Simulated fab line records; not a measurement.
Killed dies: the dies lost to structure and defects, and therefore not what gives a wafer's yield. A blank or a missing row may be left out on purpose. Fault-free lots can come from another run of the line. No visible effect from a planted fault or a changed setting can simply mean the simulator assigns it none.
Problem report in the 8D (eight disciplines) form, filled by code + flow rit cmos + the parts of the form that need people (team, actions taken, sign-off) are left out

1. WHAT WENT WRONG
NWELL_TW at RIT_NWELL_TW_MEAS_10 reads a mean of 2245 on 6 wafers of 2 lots; wafers without a fault read 2148 with a standard deviation of 15. That puts it +6.5 standard deviations away from the usual mean.
Seen first at day 3 06:08 on film metro-02, wafer L185.3. Wafers with a number at this step in the record: 42, from 14 lots. The rule behind "out" and "out of limits": a value lying over 4 standard deviations away from the usual mean. The other wafers with a number count as sound.

2. WHAT THIS IS AND IS NOT
| question                    | is                           | is not                                                                                                              |
|-----------------------------|------------------------------|---------------------------------------------------------------------------------------------------------------------|
| which readings at this step | NWELL_TW                     | -                                                                                                                   |
| which lots                  | L185, L190                   | L179, L180, L182, L187, L192, L194, L195, L197, L199, L200, L201, L202                                              |
| which wafers of those lots  | all that have a number       | -                                                                                                                   |
| read on which gauges        | film metro-01, film metro-02 | film metro-04                                                                                                       |
| when                        | from day 3 06:08             | up to then (9 sound wafers); but 27 sound wafers of L187, L192, L194, L195, L197, L199, L200, L201, L202 came after |

3. WHAT RULES OUT EACH SUSPECT
Counting: any tool at a process step up to the reading is kept as a suspect provided that every lot that is out went through it and no sound lot did after the first of them.
- ruled out: the gauge at RIT_NWELL_TW_MEAS_10. 2 gauges (film metro-01, film metro-02) read the wafers that are out.
- implanter-04 at RIT_NWELL_IMPLANT_08: ruled out as a lasting fault. The sound lots L201 went through it after L185, its earliest lot that is out (day 3 05:50).
Left after counting: nothing in the record.

4. THE CAUSE (what the simulator had put in)
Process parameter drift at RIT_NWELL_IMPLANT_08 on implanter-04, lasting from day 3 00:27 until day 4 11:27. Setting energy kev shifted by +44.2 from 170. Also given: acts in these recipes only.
It was ruled out by counting, in error; the rule expects a fault to strike all lots run on its tool from its start on, and this fault did not.

5. SEQUENCE OF EFFECTS, ordered by route
Each row: a reading where the mean over the struck wafers with a number is more than 3 standard deviations away from the usual. Only readings for which the record gives a usual standard deviation are gone through. hours: the time from each lot's start at the first step in this table that gives one to its start at this step, as a median over the lots. sigmas: the change in usual standard deviations.
| hours | step                 | reading         | usual  | on struck wafers | change | sigmas      |
|-------|----------------------|-----------------|--------|------------------|--------|-------------|
| 0     | RIT_NWELL_IMPLANT_08 | beam energy keV | 170.00 | 214.17           | +44.17 | +99 or more |
| 0     | RIT_NWELL_TW_MEAS_10 | NWELL_TW        | 2148   | 2245             | +97    | +6.5        |
Here are the process steps it includes:
- RIT_NWELL_IMPLANT_08

6. HOW IT WOULD HAVE BEEN CAUGHT EARLIER
6 hours passed between the start of the fault at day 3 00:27 and the first reading out of limits at a measuring or inspecting step in this record, taken at day 3 06:08.
At RIT_NWELL_IMPLANT_08, the tool's own readings (beam energy keV) were out on each struck wafer the step has a row for, so an alarm limit on them would have fired on the first such wafer.
